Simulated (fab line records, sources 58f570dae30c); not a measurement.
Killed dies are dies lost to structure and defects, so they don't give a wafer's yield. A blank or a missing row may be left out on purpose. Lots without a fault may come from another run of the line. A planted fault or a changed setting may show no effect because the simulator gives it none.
A struck lot beside a sound one | flow berkeley_cmos170 | 16 steps out of a route of 331
Sound: wafers L634.2, L634.3, L634.6. Struck: wafers L648.1, L648.3, L648.5. The cause comes at the end.
At each step with rows: each side's tool, then ch and its chambers, then its first start. Under that, the readings that differ: sound wafers | struck wafers | difference of the means | sigmas: that difference in standard deviations of wafers without a fault.
alike: readings whose means differ by less than 2 such deviations, and words and numbers that are the same on both sides. not compared: withheld readings, readings that some wafer has no value for, bounds like >300 that may hide the same value, and numbers for which the record gives no deviation and whose values overlap.
The two part at a step that has a row with sigmas, a row that says differs or no value, or rows on one side only. Numbers that don't overlap but have no deviation are shown without sigmas and don't part them. A reading that every wafer of one side lacks parts them only if that side has two wafers or more.

UCB170_V1_CMP_02: polishes SiO2.
  sound on cmp-01 ch 0,2,3, day 8 05:05; struck on cmp-01 ch 1,2, day 11 13:51
  alike: edge_zone_pressure_frac, motor_current_A
UCB170_V1_BOW_MEAS_03:
  sound on film_metro-02, day 8 05:18; struck on film_metro-03, day 11 14:06
  alike: V1_BOW
UCB170_V1_THK_MEAS_04:
  sound on film_metro-02, day 8 05:25; struck on film_metro-03, day 11 14:13
  alike: V1_POLISHED_THK
then, 7 steps without rows for these wafers: UCB170_V1_CLEAN_05 (cleans in DIW); UCB170_V1_HMDS_06 (prime time 60 s); UCB170_V1_COAT_07 (resist thk 900 nm); UCB170_V1_SOFTBAKE_08 (time 60 s); UCB170_V1_EXPOSE_09 (exposes mask VIA1, target cd 700 nm); UCB170_V1_PEB_10; UCB170_V1_DEVELOP_11 (develop time 45 s).
UCB170_V1_CD_MEAS_12: target cd 700 nm.
  sound on cd_sem-01, day 8 06:40; struck on cd_sem-01, day 11 16:08
  alike: cd_nm
UCB170_V1_OVL_MEAS_13:
  sound on overlay-02, day 8 06:46; struck on overlay-02, day 11 16:16
  alike: V1_OVL
UCB170_V1_ETCH_14: etches SiO2 in CHF3/CF4/Ar, stops on Al, target depth 1250 nm, time 291 s.
  sound on rie_diel-03 ch 0,1,3, day 8 06:47; struck on rie_diel-03 ch 0,1,3, day 11 16:18
  reading                             | sound             | struck               | difference | sigmas
  rf_fwd_power_W (W)                  | 695.0 703.2 696.8 | 1183.7 1188.7 1187.2 | +488.2     | +99 or more
  model.KrF_of_V1_COAT_07.thk_nm (nm) | 613.6 609.5 621.1 | 528.6 526.1 538.8    | -83.6      |
  model.V1.cd_nm (nm)                 | 697 698.8 697.4   | 712 710.9 710.8      | +14        |
  model.V1.feature_depth_nm (nm)      | 999.9 1001 1000   | 1008 1009 1007       | +8         |
  alike: drypump_motor_current_A, oes_product_au, throttle_valve_pct
  not compared: rf_hours_counter_h
UCB170_V1_STRIP_15: strips in O2.
  sound on plasma_asher-01 ch 0, day 8 06:58; struck on plasma_asher-01 ch 0, day 11 16:28
  reading                      | sound             | struck            | difference | sigmas
  strip_time_to_endpoint_s (s) | 15.38 15.30 15.57 | 13.38 13.32 13.61 | -1.98      | -18
  alike: drypump_motor_current_A, oes_product_au
  not compared: rf_hours_counter_h
UCB170_V1_CD_MEAS_90: target cd 700 nm.
  sound on cd_sem-01, day 8 07:05; struck on cd_sem-01, day 11 16:52
  reading    | sound             | struck            | difference | sigmas
  cd_nm (nm) | 696.9 698.8 697.6 | 712.5 710.9 710.5 | +13.5      | +10
  not compared: hold
UCB170_M3_PROBE_99:
  sound on prober-02, day 8 16:33; struck on prober-02, day 12 03:57
  reading                                 | sound                       | struck            | difference | sigmas
  model.etest.antenna_m2.gate_log10_a_cm2 | -8.339 -8.001 -8.041        | -7.082 -7.047     | +1.063     |
  model.etest.antenna_m2.vt_shift_v (V)   | -0.01337 -0.01244 -0.008946 | -0.03925 -0.03315 | -0.02461   |

WHERE THEY PART
First at UCB170_V1_ETCH_14; last, within this record, at UCB170_V1_CD_MEAS_90.

WHY: what the simulator had put in
Process parameter drift: rie_diel-03, from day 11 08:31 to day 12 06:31, at UCB170_V1_ETCH_14. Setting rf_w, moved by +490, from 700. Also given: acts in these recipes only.
